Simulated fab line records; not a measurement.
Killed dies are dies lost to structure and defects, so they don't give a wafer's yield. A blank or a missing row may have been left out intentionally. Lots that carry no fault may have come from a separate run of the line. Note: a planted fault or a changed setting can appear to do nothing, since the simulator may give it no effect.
One fault through the eyes of 2 desks | flow berkeleyCmos170 | what lay behind the numbers comes last; until then each desk has only its own

== AT THE METROLOGY DESK ==
Means of the sampled wafers that have a number, per lot and without regard to the tool the lot ran on: this is what the gauges read. The brackets show how far a lot's mean lies from the usual mean; more than 4 standard deviations puts the lot out of limits, marked OUT.
Columns: A = NLDD_OVL at UCB170_NLDD_OVL_MEAS_07, usual -1 nm
lot  | first seen here | A
L430 | day 6 16:38     | -3
L431 | day 6 18:01     | 1
L432 | day 6 18:17     | -8
L433 | day 6 20:59     | -5
L435 | day 7 05:01     | -0
L441 | day 8 10:59     | 257 (+50) OUT
L442 | day 8 11:10     | 259 (+50) OUT
L443 | day 8 23:59     | 0
L446 | day 9 08:04     | -4
L450 | day 10 04:32    | -1
L452 | day 10 08:22    | 2
L453 | day 10 18:21    | 8
Per this desk, out of limits: L441, L442; the first was L441, day 8 10:59 (NLDD_OVL at UCB170_NLDD_OVL_MEAS_07). L430, L431, L432, L433, L435, L443, L446, L450, L452, L453: within limits.

== THE TOOL OWNER'S DESK: krfScanner-01 ==
The tool's own readings at UCB170_NLDD_EXPOSE_03 (exposes mask NSELECT, target cd 1200 nm): means of the sampled wafers that have a number, for each lot that ran on this tool. The brackets show how far a lot's mean lies from the usual mean; more than 4 standard deviations puts the lot out of limits, marked OUT.
Columns: A = stageVelMmS at UCB170_NLDD_EXPOSE_03, usual 499.98 mm/s
lot  | first seen here | A
L430 | day 6 15:37     | 500.09
L431 | day 6 17:14     | 499.98
L432 | day 6 17:37     | 500.01
L441 | day 8 10:28     | 500.09
L442 | day 8 10:36     | 499.87
This desk found nothing out of limits on any of the 5 lots.

== BROUGHT TOGETHER ==
On L441, L442, the metrology desk was in a position to raise an alarm at day 8 10:59.
Nothing out of limits was seen by the tool owner's desk.
On record at the tool owner's desk: L441, L442, within its limits.
UCB170_NLDD_EXPOSE_03 was run on krfScanner-01 by each of the lots named.

== WHAT THE SIMULATOR HAD PUT IN ==
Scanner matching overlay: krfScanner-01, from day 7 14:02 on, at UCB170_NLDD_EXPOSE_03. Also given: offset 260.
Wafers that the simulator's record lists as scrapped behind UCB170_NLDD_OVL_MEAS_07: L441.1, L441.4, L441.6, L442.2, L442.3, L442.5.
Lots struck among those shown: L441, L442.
Per desk, hours elapsed from the start of the fault to the first reading out of limits: for the metrology desk, 21.
